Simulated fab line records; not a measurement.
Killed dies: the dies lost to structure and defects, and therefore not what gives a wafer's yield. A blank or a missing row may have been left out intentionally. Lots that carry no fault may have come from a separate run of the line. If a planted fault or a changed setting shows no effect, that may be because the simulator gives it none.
fab line records :: flow rit_cmos
record:
  lots: 14
  wafers: 42
  last_day: 7
route steps=202 shown FOX1@20 M1@202
lots that met no fault: from a run of the same line without faults
start_h: hours from the record's opening day to when the first of the lot's shown wafers began :: wait_h: hours elapsed since this lot's preceding step :: " repeats the value in the row above :: L1.1+2: a row that stands for several wafers :: - no value, or no start given :: * or withheld: withheld :: < > ~ a bound
route shown NAME@n: names a module that has steps shown in the file, with the first one's number in the route :: usual: mean/standard deviation taken from wafers without a fault :: same: alike in all rows :: chamber/n: place in a boat :: sites: readings site by site :: _std_site: how widely they spread, as a standard deviation :: _edge_site: mean of outer sites minus mean of inner sites :: radius_mm: how far each site lies from the wafer's centre :: mask NAME#n: copy n :: behind: the tool/chamber that last shaped the wafer :: hold: why the lot went on hold/how many hours it stayed there/how the hold came to an end :: device: the transistor (n, p or np) that didn't switch :: end of line: the route-end tests of the same wafers :: a step with no rows: only its recipe :: killed: dies lost to structure and defects at the first sort, not the wafer's yield :: map: the dies of a wafer, with x for killed, . for not killed, _ for no die there
set.NAME: setting as actually run; set.NAME@STEP: the setting as run at that earlier step :: model.NAME: the simulator's own value behind a step, which no gauge read
the route's steps for a sample of lots (tables are steps, rows are wafers)
services: the hour from which a tool's chamber was out of use, counted from the record's first day as start_h (under 0 if before that day), plus the number of hours and why
== steps ==
step: RIT_FOX1_OXIDATION_00
recipe:
  temp_c: 1100
  ambient: H2O
  target_thk_a: 3507
  p_h2o_torr: 720
  ox_time_s: 1130
usual:
  spike_tc_centre_C: 1102.4/1.8
  spike_tc_load_C: 1127/4
  spike_tc_source_C: 1124.3/1.2
  tube_center_temp_C: 1100/0.1
  tube_center_temp_C_max: 1102.8/0.43
lot.wafer: L233.1
tool: furnace-03
chamber: 0
start_h: 21.34
wait_h: 0.0
spike_tc_centre_C: 1102.5
spike_tc_load_C: 1132
spike_tc_source_C: 1123.9
tube_center_temp_C: 1100.1
tube_center_temp_C_max: 1102.9

lot.wafer: L233.5
tool: furnace-03
chamber: 0
start_h: 21.34
wait_h: 0.0
spike_tc_centre_C: 1100.4
spike_tc_load_C: 1133
spike_tc_source_C: 1121.6
tube_center_temp_C: 1100.1
tube_center_temp_C_max: 1102.1

lot.wafer: L233.6
tool: furnace-03
chamber: 0
start_h: 21.34
wait_h: 0.0
spike_tc_centre_C: 1099.0
spike_tc_load_C: 1131
spike_tc_source_C: 1122.7
tube_center_temp_C: 1099.9
tube_center_temp_C_max: 1102.9

lot.wafer: L234.1
tool: furnace-02
chamber: 0
start_h: 26.69
wait_h: 1.2
spike_tc_centre_C: 1102.6
spike_tc_load_C: 1127
spike_tc_source_C: 1123.1
tube_center_temp_C: 1099.9
tube_center_temp_C_max: 1102.8

lot.wafer: L234.5
tool: furnace-02
chamber: 0
start_h: 26.69
wait_h: 1.2
spike_tc_centre_C: 1101.8
spike_tc_load_C: 1127
spike_tc_source_C: 1124.7
tube_center_temp_C: 1100.1
tube_center_temp_C_max: 1102.4

lot.wafer: L234.6
tool: furnace-02
chamber: 0
start_h: 26.69
wait_h: 1.2
spike_tc_centre_C: 1102.7
spike_tc_load_C: 1125
spike_tc_source_C: 1124.1
tube_center_temp_C: 1099.9
tube_center_temp_C_max: 1102.2

lot.wafer: L235.1
tool: furnace-01
chamber: 0
start_h: 30.50
wait_h: 0.0
spike_tc_centre_C: 1103.9
spike_tc_load_C: 1124
spike_tc_source_C: 1124.7
tube_center_temp_C: 1100
tube_center_temp_C_max: 1102.3

lot.wafer: L235.2
tool: furnace-01
chamber: 0
start_h: 30.50
wait_h: 0.0
spike_tc_centre_C: 1103.2
spike_tc_load_C: 1123
spike_tc_source_C: 1125.5
tube_center_temp_C: 1100
tube_center_temp_C_max: 1102.5

lot.wafer: L235.3
tool: furnace-01
chamber: 0
start_h: 30.50
wait_h: 0.0
spike_tc_centre_C: 1103.4
spike_tc_load_C: 1122
spike_tc_source_C: 1125.7
tube_center_temp_C: 1099.8
tube_center_temp_C_max: 1102.6

lot.wafer: L239.3
tool: furnace-01
chamber: 0
start_h: 51.52
wait_h: 0.4
spike_tc_centre_C: 1104.6
spike_tc_load_C: 1122
spike_tc_source_C: 1126.9
tube_center_temp_C: 1100
tube_center_temp_C_max: 1102.5

lot.wafer: L239.5
tool: furnace-01
chamber: 0
start_h: 51.52
wait_h: 0.4
spike_tc_centre_C: 1103.3
spike_tc_load_C: 1123
spike_tc_source_C: 1125.5
tube_center_temp_C: 1100
tube_center_temp_C_max: 1103.1

lot.wafer: L239.6
tool: furnace-01
chamber: 0
start_h: 51.52
wait_h: 0.4
spike_tc_centre_C: 1105.7
spike_tc_load_C: 1122
spike_tc_source_C: 1123.5
tube_center_temp_C: 1099.9
tube_center_temp_C_max: 1102.5

lot.wafer: L240.2
tool: furnace-02
chamber: 0
start_h: 55.63
wait_h: 0.0
spike_tc_centre_C: 1102.3
spike_tc_load_C: 1126
spike_tc_source_C: 1123.9
tube_center_temp_C: 1100.1
tube_center_temp_C_max: 1103.0

lot.wafer: L240.5
tool: furnace-02
chamber: 0
start_h: 55.63
wait_h: 0.0
spike_tc_centre_C: 1103.3
spike_tc_load_C: 1126
spike_tc_source_C: 1122.6
tube_center_temp_C: 1100
tube_center_temp_C_max: 1102.8

lot.wafer: L240.6
tool: furnace-02
chamber: 0
start_h: 55.63
wait_h: 0.0
spike_tc_centre_C: 1101.4
spike_tc_load_C: 1128
spike_tc_source_C: 1123.2
tube_center_temp_C: 1099.8
tube_center_temp_C_max: 1102.7

lot.wafer: L241.3
tool: furnace-01
chamber: 0
start_h: 61.87
wait_h: 0.8
spike_tc_centre_C: 1105.0
spike_tc_load_C: 1122
spike_tc_source_C: 1125.2
tube_center_temp_C: 1100.2
tube_center_temp_C_max: 1102.9

lot.wafer: L241.4
tool: furnace-01
chamber: 0
start_h: 61.87
wait_h: 0.8
spike_tc_centre_C: 1103.5
spike_tc_load_C: 1124
spike_tc_source_C: 1125.5
tube_center_temp_C: 1100.2
tube_center_temp_C_max: 1103.2

lot.wafer: L241.6
tool: furnace-01
chamber: 0
start_h: 61.87
wait_h: 0.8
spike_tc_centre_C: 1104.3
spike_tc_load_C: 1123
spike_tc_source_C: 1125.4
tube_center_temp_C: 1099.8
tube_center_temp_C_max: 1102.1

lot.wafer: L242.1
tool: furnace-01
chamber: 0
start_h: 65.50
wait_h: 0.0
spike_tc_centre_C: 1104.2
spike_tc_load_C: 1124
spike_tc_source_C: 1124.6
tube_center_temp_C: 1099.9
tube_center_temp_C_max: 1103.6

lot.wafer: L242.4
tool: furnace-01
chamber: 0
start_h: 65.50
wait_h: 0.0
spike_tc_centre_C: 1103.1
spike_tc_load_C: 1122
spike_tc_source_C: 1125.9
tube_center_temp_C: 1099.9
tube_center_temp_C_max: 1102.7

lot.wafer: L242.6
tool: furnace-01
chamber: 0
start_h: 65.50
wait_h: 0.0
spike_tc_centre_C: 1105.3
spike_tc_load_C: 1120
spike_tc_source_C: 1127.0
tube_center_temp_C: 1100
tube_center_temp_C_max: 1102.4

lot.wafer: L243.2
tool: furnace-03
chamber: 0
start_h: 70.72
wait_h: 0.0
spike_tc_centre_C: 1101.7
spike_tc_load_C: 1132
spike_tc_source_C: 1123.5
tube_center_temp_C: 1100
tube_center_temp_C_max: 1102.9

lot.wafer: L243.3
tool: furnace-03
chamber: 0
start_h: 70.72
wait_h: 0.0
spike_tc_centre_C: 1100.2
spike_tc_load_C: 1130
spike_tc_source_C: 1123.4
tube_center_temp_C: 1099.9
tube_center_temp_C_max: 1103.2

lot.wafer: L243.6
tool: furnace-03
chamber: 0
start_h: 70.72
wait_h: 0.0
spike_tc_centre_C: 1101.8
spike_tc_load_C: 1133
spike_tc_source_C: 1125.0
tube_center_temp_C: 1100.1
tube_center_temp_C_max: 1102.6

lot.wafer: L244.1
tool: furnace-02
chamber: 0
start_h: 75.54
wait_h: 0.0
spike_tc_centre_C: 1102.7
spike_tc_load_C: 1129
spike_tc_source_C: 1123.6
tube_center_temp_C: 1099.9
tube_center_temp_C_max: 1103.4

lot.wafer: L244.2
tool: furnace-02
chamber: 0
start_h: 75.54
wait_h: 0.0
spike_tc_centre_C: 1102.4
spike_tc_load_C: 1126
spike_tc_source_C: 1124.9
tube_center_temp_C: 1099.9
tube_center_temp_C_max: 1103.4

lot.wafer: L244.5
tool: furnace-02
chamber: 0
start_h: 75.54
wait_h: 0.0
spike_tc_centre_C: 1099.6
spike_tc_load_C: 1127
spike_tc_source_C: 1125.5
tube_center_temp_C: 1100.1
tube_center_temp_C_max: 1102.6

lot.wafer: L245.3
tool: furnace-03
chamber: 0
start_h: 80.51
wait_h: 0.0
spike_tc_centre_C: 1100.5
spike_tc_load_C: 1133
spike_tc_source_C: 1124.3
tube_center_temp_C: 1100
tube_center_temp_C_max: 1103.3

lot.wafer: L245.5
tool: furnace-03
chamber: 0
start_h: 80.51
wait_h: 0.0
spike_tc_centre_C: 1101.4
spike_tc_load_C: 1131
spike_tc_source_C: 1124.1
tube_center_temp_C: 1100
tube_center_temp_C_max: 1103.0

lot.wafer: L245.6
tool: furnace-03
chamber: 0
start_h: 80.51
wait_h: 0.0
spike_tc_centre_C: 1100.1
spike_tc_load_C: 1130
spike_tc_source_C: 1123.7
tube_center_temp_C: 1100.1
tube_center_temp_C_max: 1102.8

lot.wafer: L247.1
tool: furnace-02
chamber: 0
start_h: 91.27
wait_h: 0.0
spike_tc_centre_C: 1103.1
spike_tc_load_C: 1128
spike_tc_source_C: 1123.6
tube_center_temp_C: 1099.9
tube_center_temp_C_max: 1102.3

lot.wafer: L247.4
tool: furnace-02
chamber: 0
start_h: 91.27
wait_h: 0.0
spike_tc_centre_C: 1103.1
spike_tc_load_C: 1126
spike_tc_source_C: 1122.5
tube_center_temp_C: 1100.2
tube_center_temp_C_max: 1102.9

lot.wafer: L247.5
tool: furnace-02
chamber: 0
start_h: 91.27
wait_h: 0.0
spike_tc_centre_C: 1101.4
spike_tc_load_C: 1128
spike_tc_source_C: 1122.7
tube_center_temp_C: 1099.9
tube_center_temp_C_max: 1103.0

lot.wafer: L248.2
tool: furnace-02
chamber: 0
start_h: 95.54
wait_h: 0.0
spike_tc_centre_C: 1077.6
spike_tc_load_C: 1102
spike_tc_source_C: 1098.0
tube_center_temp_C: 1075
tube_center_temp_C_max: 1077.3

lot.wafer: L248.4
tool: furnace-02
chamber: 0
start_h: 95.54
wait_h: 0.0
spike_tc_centre_C: 1076.8
spike_tc_load_C: 1102
spike_tc_source_C: 1097.7
tube_center_temp_C: 1074.9
tube_center_temp_C_max: 1078.4

lot.wafer: L248.5
tool: furnace-02
chamber: 0
start_h: 95.54
wait_h: 0.0
spike_tc_centre_C: 1078.2
spike_tc_load_C: 1100
spike_tc_source_C: 1098.3
tube_center_temp_C: 1074.9
tube_center_temp_C_max: 1077.4

lot.wafer: L249.3
tool: furnace-02
chamber: 0
start_h: 100.73
wait_h: 0.0
spike_tc_centre_C: 1076.0
spike_tc_load_C: 1102
spike_tc_source_C: 1099.3
tube_center_temp_C: 1074.8
tube_center_temp_C_max: 1077.7

lot.wafer: L249.5
tool: furnace-02
chamber: 0
start_h: 100.73
wait_h: 0.0
spike_tc_centre_C: 1077.1
spike_tc_load_C: 1101
spike_tc_source_C: 1097.0
tube_center_temp_C: 1075
tube_center_temp_C_max: 1077.7

lot.wafer: L249.6
tool: furnace-02
chamber: 0
start_h: 100.73
wait_h: 0.0
spike_tc_centre_C: 1076.7
spike_tc_load_C: 1103
spike_tc_source_C: 1099.8
tube_center_temp_C: 1074.9
tube_center_temp_C_max: 1077.4

lot.wafer: L252.1
tool: furnace-01
chamber: 0
start_h: 115.63
wait_h: 0.0
spike_tc_centre_C: 1104.6
spike_tc_load_C: 1120
spike_tc_source_C: 1125.0
tube_center_temp_C: 1099.9
tube_center_temp_C_max: 1102.8

lot.wafer: L252.2
tool: furnace-01
chamber: 0
start_h: 115.63
wait_h: 0.0
spike_tc_centre_C: 1105.1
spike_tc_load_C: 1124
spike_tc_source_C: 1124.2
tube_center_temp_C: 1100
tube_center_temp_C_max: 1104.1

lot.wafer: L252.6
tool: furnace-01
chamber: 0
start_h: 115.63
wait_h: 0.0
spike_tc_centre_C: 1103.5
spike_tc_load_C: 1124
spike_tc_source_C: 1127.3
tube_center_temp_C: 1100
tube_center_temp_C_max: 1103.0
step: RIT_FOX1_THK_MEAS_01
recipe:
  reads: SiO2_of_FOX1_OXIDATION_00
usual:
  FOX1_OXIDE_THK: 348/6.9
lot.wafer: L233.1
tool: film_metro-04
chamber: -
start_h: 22.65
wait_h: 0.0
FOX1_OXIDE_THK[nm]: 344

lot.wafer: L233.5
tool: film_metro-04
chamber: -
start_h: 22.65
wait_h: 0.0
FOX1_OXIDE_THK[nm]: 347

lot.wafer: L233.6
tool: film_metro-04
chamber: -
start_h: 22.65
wait_h: 0.0
FOX1_OXIDE_THK[nm]: 347

lot.wafer: L234.1
tool: film_metro-04
chamber: -
start_h: 28.01
wait_h: 0.0
FOX1_OXIDE_THK[nm]: 352

lot.wafer: L234.5
tool: film_metro-04
chamber: -
start_h: 28.01
wait_h: 0.0
FOX1_OXIDE_THK[nm]: 362

lot.wafer: L234.6
tool: film_metro-04
chamber: -
start_h: 28.01
wait_h: 0.0
FOX1_OXIDE_THK[nm]: 359

lot.wafer: L235.1
tool: film_metro-02
chamber: -
start_h: 31.82
wait_h: 0.0
FOX1_OXIDE_THK[nm]: 352

lot.wafer: L235.2
tool: film_metro-02
chamber: -
start_h: 31.82
wait_h: 0.0
FOX1_OXIDE_THK[nm]: 349

lot.wafer: L235.3
tool: film_metro-02
chamber: -
start_h: 31.82
wait_h: 0.0
FOX1_OXIDE_THK[nm]: 345

lot.wafer: L239.3
tool: film_metro-01
chamber: -
start_h: 52.86
wait_h: 0.0
FOX1_OXIDE_THK[nm]: 339

lot.wafer: L239.5
tool: film_metro-01
chamber: -
start_h: 52.86
wait_h: 0.0
FOX1_OXIDE_THK[nm]: 344

lot.wafer: L239.6
tool: film_metro-01
chamber: -
start_h: 52.86
wait_h: 0.0
FOX1_OXIDE_THK[nm]: 344

lot.wafer: L240.2
tool: film_metro-01
chamber: -
start_h: 56.95
wait_h: 0.0
FOX1_OXIDE_THK[nm]: 336

lot.wafer: L240.5
tool: film_metro-01
chamber: -
start_h: 56.95
wait_h: 0.0
FOX1_OXIDE_THK[nm]: 339

lot.wafer: L240.6
tool: film_metro-01
chamber: -
start_h: 56.95
wait_h: 0.0
FOX1_OXIDE_THK[nm]: 336

lot.wafer: L241.3
tool: film_metro-04
chamber: -
start_h: 63.20
wait_h: 0.0
FOX1_OXIDE_THK[nm]: 330

lot.wafer: L241.4
tool: film_metro-04
chamber: -
start_h: 63.20
wait_h: 0.0
FOX1_OXIDE_THK[nm]: 328

lot.wafer: L241.6
tool: film_metro-04
chamber: -
start_h: 63.20
wait_h: 0.0
FOX1_OXIDE_THK[nm]: 335

lot.wafer: L242.1
tool: film_metro-04
chamber: -
start_h: 66.82
wait_h: 0.0
FOX1_OXIDE_THK[nm]: 334

lot.wafer: L242.4
tool: film_metro-04
chamber: -
start_h: 66.82
wait_h: 0.0
FOX1_OXIDE_THK[nm]: 345

lot.wafer: L242.6
tool: film_metro-04
chamber: -
start_h: 66.82
wait_h: 0.0
FOX1_OXIDE_THK[nm]: 341

lot.wafer: L243.2
tool: film_metro-02
chamber: -
start_h: 72.04
wait_h: 0.0
FOX1_OXIDE_THK[nm]: 351

lot.wafer: L243.3
tool: film_metro-02
chamber: -
start_h: 72.04
wait_h: 0.0
FOX1_OXIDE_THK[nm]: 347

lot.wafer: L243.6
tool: film_metro-02
chamber: -
start_h: 72.04
wait_h: 0.0
FOX1_OXIDE_THK[nm]: 347

lot.wafer: L244.1
tool: film_metro-04
chamber: -
start_h: 76.85
wait_h: 0.0
FOX1_OXIDE_THK[nm]: 349

lot.wafer: L244.2
tool: film_metro-04
chamber: -
start_h: 76.85
wait_h: 0.0
FOX1_OXIDE_THK[nm]: 347

lot.wafer: L244.5
tool: film_metro-04
chamber: -
start_h: 76.85
wait_h: 0.0
FOX1_OXIDE_THK[nm]: 351

lot.wafer: L245.3
tool: film_metro-04
chamber: -
start_h: 81.84
wait_h: 0.0
FOX1_OXIDE_THK[nm]: 350

lot.wafer: L245.5
tool: film_metro-04
chamber: -
start_h: 81.84
wait_h: 0.0
FOX1_OXIDE_THK[nm]: 356

lot.wafer: L245.6
tool: film_metro-04
chamber: -
start_h: 81.84
wait_h: 0.0
FOX1_OXIDE_THK[nm]: 351

lot.wafer: L247.1
tool: film_metro-01
chamber: -
start_h: 92.59
wait_h: 0.0
FOX1_OXIDE_THK[nm]: 357

lot.wafer: L247.4
tool: film_metro-01
chamber: -
start_h: 92.59
wait_h: 0.0
FOX1_OXIDE_THK[nm]: 351

lot.wafer: L247.5
tool: film_metro-01
chamber: -
start_h: 92.59
wait_h: 0.0
FOX1_OXIDE_THK[nm]: 351

lot.wafer: L248.2
tool: film_metro-01
chamber: -
start_h: 96.86
wait_h: 0.0
FOX1_OXIDE_THK[nm]: 310

lot.wafer: L248.4
tool: film_metro-01
chamber: -
start_h: 96.86
wait_h: 0.0
FOX1_OXIDE_THK[nm]: 310

lot.wafer: L248.5
tool: film_metro-01
chamber: -
start_h: 96.86
wait_h: 0.0
FOX1_OXIDE_THK[nm]: 312

lot.wafer: L249.3
tool: film_metro-04
chamber: -
start_h: 102.06
wait_h: 0.0
FOX1_OXIDE_THK[nm]: 312

lot.wafer: L249.5
tool: film_metro-04
chamber: -
start_h: 102.06
wait_h: 0.0
FOX1_OXIDE_THK[nm]: 304

lot.wafer: L249.6
tool: film_metro-04
chamber: -
start_h: 102.06
wait_h: 0.0
FOX1_OXIDE_THK[nm]: 305

lot.wafer: L252.1
tool: film_metro-01
chamber: -
start_h: 116.94
wait_h: 0.0
FOX1_OXIDE_THK[nm]: 345

lot.wafer: L252.2
tool: film_metro-01
chamber: -
start_h: 116.94
wait_h: 0.0
FOX1_OXIDE_THK[nm]: 340

lot.wafer: L252.6
tool: film_metro-01
chamber: -
start_h: 116.94
wait_h: 0.0
FOX1_OXIDE_THK[nm]: 352
step: RIT_M1_PROBE_99
usual:
  killed_at_contacts: 0.0/0.22
  killed_at_front_end: 6.5/3
  killed_dies: 6.6/3
  killed_open: 3.4/2.2
  killed_short: 3.3/1.7
same:
  gross_dies: 264
  killed_at_M0_to_M3: 0
  killed_at_M4_up: 0
  killed_at_back_side: 0
  killed_at_other: 0
lot.wafer: L240.2
tool: prober-01
chamber: -
start_h: 96.90
wait_h: 0.1
killed_at_contacts: 0
killed_at_front_end: 10
killed_dies: 10
killed_open: 3
killed_short: 7

lot.wafer: L240.5
tool: prober-01
chamber: -
start_h: 97.05
wait_h: 0.2
killed_at_contacts: 0
killed_at_front_end: 7
killed_dies: 7
killed_open: 5
killed_short: 2

lot.wafer: L240.6
tool: prober-01
chamber: -
start_h: 97.10
wait_h: 0.2
killed_at_contacts: 0
killed_at_front_end: 7
killed_dies: 7
killed_open: 2
killed_short: 5

lot.wafer: L242.1
tool: prober-01
chamber: -
start_h: 107.37
wait_h: 0.1
killed_at_contacts: 0
killed_at_front_end: 9
killed_dies: 9
killed_open: 4
killed_short: 5

lot.wafer: L242.6
tool: prober-01
chamber: -
start_h: 107.62
wait_h: 0.2
killed_at_contacts: 0
killed_at_front_end: 13
killed_dies: 13
killed_open: 6
killed_short: 7

lot.wafer: L245.3
tool: prober-02
chamber: -
start_h: 122.76
wait_h: 0.2
killed_at_contacts: 0
killed_at_front_end: 4
killed_dies: 4
killed_open: 1
killed_short: 3

lot.wafer: L245.5
tool: prober-02
chamber: -
start_h: 122.86
wait_h: 0.2
killed_at_contacts: 0
killed_at_front_end: 7
killed_dies: 7
killed_open: 5
killed_short: 2

lot.wafer: L245.6
tool: prober-02
chamber: -
start_h: 122.91
wait_h: 0.2
killed_at_contacts: 0
killed_at_front_end: 7
killed_dies: 7
killed_open: 3
killed_short: 4

lot.wafer: L247.1
tool: prober-02
chamber: -
start_h: 131.71
wait_h: 0.1
killed_at_contacts: 0
killed_at_front_end: 2
killed_dies: 2
killed_open: 1
killed_short: 1

lot.wafer: L247.4
tool: prober-02
chamber: -
start_h: 131.86
wait_h: 0.2
killed_at_contacts: 0
killed_at_front_end: 2
killed_dies: 2
killed_open: 0
killed_short: 2

lot.wafer: L247.5
tool: prober-02
chamber: -
start_h: 131.91
wait_h: 0.2
killed_at_contacts: 0
killed_at_front_end: 3
killed_dies: 3
killed_open: 2
killed_short: 1
killed by level:class
L240.2 SPACER:geometric_particle:short=3 GATE:geometric_particle:short=2 FOX1:geometric_particle:short=1 FOX2:geometric_particle:short=1 GATE:geometric_particle:open=1 REOX:geometric_particle:open=1 SPACER:geometric_particle:open=1
L240.5 GATE:geometric_particle:short=2 REOX:geometric_particle:open=2 SILICIDE:geometric_particle:open=2 FOX1:geometric_particle:open=1
L240.6 GATE:geometric_particle:short=5 FOX1:geometric_particle:open=2
L242.1 GATE:geometric_particle:short=5 GATE:geometric_particle:open=3 SILICIDE:geometric_particle:open=1
L242.6 FOX1:geometric_particle:short=2 GATE:geometric_particle:open=2 GATE:geometric_particle:short=2 SPACER:geometric_particle:open=2 SILICIDE:geometric_particle:short=2 FOX1:geometric_particle:open=1 SPACER:geometric_particle:short=1 SILICIDE:geometric_particle:open=1
L245.3 GATE:geometric_particle:short=2 GATE:geometric_particle:open=1 SILICIDE:geometric_particle:short=1
L245.5 FOX1:geometric_particle:short=2 FOX2:geometric_particle:open=2 FOX1:geometric_particle:open=1 GATE:geometric_particle:open=1 SPACER:geometric_particle:open=1
L245.6 FOX1:geometric_particle:short=2 FOX2:geometric_particle:open=1 GATE:geometric_particle:short=1 GATE:geometric_particle:open=1 SPACER:geometric_particle:short=1 SPACER:geometric_particle:open=1
L247.1 REOX:geometric_particle:open=1 SILICIDE:geometric_particle:short=1
L247.4 FOX1:geometric_particle:short=1 FOX2:geometric_particle:short=1
L247.5 FOX1:geometric_particle:open=1 SPACER:geometric_particle:open=1 SILICIDE:geometric_particle:short=1
== services ==
tool: furnace-02
chamber: -
start_h: 2.89
hours: 1.2
kind: repair

tool: furnace-01
chamber: -
start_h: 20.91
hours: 3.9
kind: pm

tool: furnace-02
chamber: -
start_h: 30.56
hours: 3.4
kind: pm

tool: furnace-02
chamber: -
start_h: 80.42
hours: 4.3
kind: repair

tool: furnace-02
chamber: -
start_h: 84.71
hours: 2.9
kind: pm

tool: furnace-03
chamber: -
start_h: 98.52
hours: 3.2
kind: pm

tool: furnace-03
chamber: -
start_h: 101.69
hours: 3.0
kind: pm
== key ==
first_sign:
  step: RIT_FOX1_OXIDATION_00
  reading: tube_center_temp_C
  direction: down
  sigmas: 99+
  usual: *
  struck: *
effect:
  step: RIT_FOX1_OXIDATION_00
  reading: tube_center_temp_C_max
  direction: down
  sigmas: 59
  usual: *
  struck: *
effect:
  step: RIT_FOX1_THK_MEAS_01
  reading: FOX1_OXIDE_THK
  direction: down
  sigmas: 5.7
  usual: 348
  struck: 309
met_at RIT_FOX1_OXIDATION_00
struck_lots L248,L249
tester_left_out L248,L249
onset_between 91.27 95.54
fault:
  kind: process_parameter_drift
  tool: furnace-02
  chamber: -
  onset_h: 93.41
  steps: RIT_FOX1_OXIDATION_00
  channel: temp_c
  offset: *
  shape: step
  end_h: 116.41
  acts_in: *
  stated: *
tester_left_out: of these lots the tester's yield and bins aren't shown, on N5 and GAA mostly nor the transistor test; their killed dies are dies lost to structure and defects alone, not to doping, threshold or leakage, so they don't give the yield
